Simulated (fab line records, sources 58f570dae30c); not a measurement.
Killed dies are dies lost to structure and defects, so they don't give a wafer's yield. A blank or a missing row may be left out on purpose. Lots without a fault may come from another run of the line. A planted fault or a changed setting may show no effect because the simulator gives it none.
One fault seen from 2 desks | flow berkeley_cmos170 | each desk has only its own numbers; what lay behind them comes last

THE METROLOGY DESK
What the gauges read, lot by lot, whatever tool the lot ran on: means of the sampled wafers that have a number. A lot is out of limits, marked OUT, if its mean lies more than 4 standard deviations from the usual mean; the brackets give that distance.
Columns: A = START_OXIDE_THK at UCB170_START_THK_MEAS_03, usual 20.0 nm; B = cd_nm at UCB170_ACTIVE_CD_MEAS_13, usual 1199.8 nm; C = PVT_OVL at UCB170_PVT_OVL_MEAS_06, usual 6 nm
lot  | first seen here | A    | B                 | C
L515 | day 1 15:07     | 19.7 | 1199.6            | 4
L516 | day 1 19:21     | 20.2 | 1200.0            | 9
L517 | day 2 01:11     | 20.2 | 1199.5            | 3
L520 | day 2 17:01     | 19.8 | 1200.6            | 7
L521 | day 2 19:46     | 19.5 | 1201.1            | -1
L522 | day 3 01:26     | 19.8 | 1200.7            | 2
L523 | day 3 07:19     | 19.8 | 1199.6            | -1
L524 | day 3 11:32     | 20.7 | 1196.9            | 16
L526 | day 3 22:39     | 20.3 | 1193.3 (-4.6) OUT | 1
L528 | day 4 09:22     | 20.1 | 1202.6            | 5
L535 | day 5 19:34     | 20.2 | 1199.2            | -5
L536 | day 6 00:06     | 19.9 | 1200.7            | 13
L538 | day 6 11:10     | 20.0 | 1197.9            | 17
This desk's finding: out of limits on L526; first on L526, day 7 15:44 (cd_nm at UCB170_ACTIVE_CD_MEAS_13). In limits: L515, L516, L517, L520, L521, L522, L523, L524, L528, L535, L536, L538.

THE TOOL OWNER'S DESK: krf_scanner-02
The tool's own readings at UCB170_ACTIVE_EXPOSE_10 (exposes mask ACTIVE, target cd 1200 nm): means of the sampled wafers that have a number, for each lot that ran on this tool. A lot is out of limits, marked OUT, if its mean lies more than 4 standard deviations from the usual mean; the brackets give that distance.
Columns: A = exposure_dose_mJ_cm2 at UCB170_ACTIVE_EXPOSE_10, usual 20.000
lot  | first seen here | A
L515 | day 4 05:56     | 20.004
L516 | day 4 19:25     | 20.002
L517 | day 5 12:14     | 20.025
L522 | day 5 23:40     | 19.964
L521 | day 5 23:50     | 20.006
L520 | day 6 00:06     | 19.997
L524 | day 6 17:57     | 19.966
L526 | day 7 15:04     | 19.601 (-18) OUT
L538 | day 10 03:17    | 20.011
This desk's finding: out of limits on L526; first on L526, day 7 15:04 (exposure_dose_mJ_cm2 at UCB170_ACTIVE_EXPOSE_10). In limits: L515, L516, L517, L522, L521, L520, L524, L538.

PUT TOGETHER
The tool owner's desk could have raised an alarm at day 7 15:04, on L526.
The metrology desk could have raised an alarm at day 7 15:44, on L526.
Of the lots named, all ran UCB170_ACTIVE_EXPOSE_10 on krf_scanner-02.

WHAT THE SIMULATOR HAD PUT IN
Process parameter drift: krf_scanner-02, from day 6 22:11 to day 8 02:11, at UCB170_ACTIVE_EXPOSE_10. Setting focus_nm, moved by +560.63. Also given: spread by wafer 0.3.
Lots struck among those shown: L526.
Hours from the fault's start to each desk's first reading out of limits: the tool owner's desk, 17; the metrology desk, 18.
